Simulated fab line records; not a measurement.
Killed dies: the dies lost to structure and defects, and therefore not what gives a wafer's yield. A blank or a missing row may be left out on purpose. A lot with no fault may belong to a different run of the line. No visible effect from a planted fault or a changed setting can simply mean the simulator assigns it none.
Which tool was responsible?    flow rit cmos    route of 202 steps, sampled at 1 step: 14 lots, 42 wafers

WHAT THE GAUGES READ, wafer by wafer
The record lacks any reading of a measuring or inspecting step that a usual standard deviation could be used to judge.

EACH LOT AND THE TOOL THAT RAN IT (in order: tool; ch and the chambers of the sampled wafers; start)
lot   RIT_SILICIDE_RTA_06
L161  rtp anneal-01 ch 0, day 3 04:48
L162  rtp anneal-02 ch 0, day 3 07:38
L163  rtp anneal-01, day 3 13:16
L164  rtp anneal-02, day 3 19:18
L172  rtp anneal-02 ch 0, day 5 10:40
L173  rtp anneal-01 ch 0, day 5 15:48
L174  rtp anneal-02 ch 0, day 5 20:31
L175  rtp anneal-01 ch 0, day 6 01:11
L177  rtp anneal-01 ch 0, day 6 12:50
L179  rtp anneal-01 ch 0, day 6 21:14
L180  rtp anneal-02 ch 0, day 7 05:25
L182  rtp anneal-02 ch 0, day 7 11:50
L183  rtp anneal-01 ch 0, day 7 17:08
L184  rtp anneal-02 ch 0, day 7 21:02
- RIT_SILICIDE_RTA_06: time 10 s, ramp up 5 s, ramp down 10 s.

AS READ BY THE TOOLS THEMSELVES (means over the sampled wafers that have a number; for cases with no such wafer, the mark the record gives instead)
RIT_SILICIDE_RTA_06. Usual: anneal temp c max 752.5, standard deviation 0.52; chamber o2 ppm 2.001, standard deviation 0.021; wafer_temp_C_max 752.7, standard deviation 0.64.
lot   tool           anneal temp c max  chamber o2 ppm  wafer_temp_C_max  flag
L161  rtp anneal-01  752.9              1.972           752.3             
L162  rtp anneal-02  752.2              2.008           752.7             
L163  rtp anneal-01  -                  -               -                 OFF
L164  rtp anneal-02  -                  -               -                 OFF
L172  rtp anneal-02  752.8              1.985           753.5             
L173  rtp anneal-01  752.5              1.988           751.6             
L174  rtp anneal-02  752.0              1.977           752.7             
L175  rtp anneal-01  752.3              2.015           753.1             
L177  rtp anneal-01  752.6              1.999           752.0             
L179  rtp anneal-01  753.0              2.011           752.6             
L180  rtp anneal-02  752.2              2.008           752.5             
L182  rtp anneal-02  752.0              1.996           752.8             
L183  rtp anneal-01  752.5              2.016           752.7             
L184  rtp anneal-02  751.8              2.018           752.9             

THE ANSWER, worked out from the rows above alone
Rule: a lot is off if the mean of its wafers that have a number lies more than 3 standard deviations from the usual mean. Also off: a lot with no number at a reading for which 4 or more lots have one. Any other lot the step has rows for is counted as sound. The gauges are gone through in route order, then the tools' own readings, and for those a lot's mean is taken as printed above. The first step at which some lot is off is used, and at that step the reading that is off furthest; a lot without a number counts as furthest.
Off: L163, L164 (RIT_SILICIDE_RTA_06, anneal temp c max). Without a number there: L163, L164.
If a tool, at that step or one of the process steps before it, ran each lot that is off and ran no sound lot following the first of them, it fits. No candidate that was tried fits.

WHAT WAS PUT IN BY THE SIMULATOR
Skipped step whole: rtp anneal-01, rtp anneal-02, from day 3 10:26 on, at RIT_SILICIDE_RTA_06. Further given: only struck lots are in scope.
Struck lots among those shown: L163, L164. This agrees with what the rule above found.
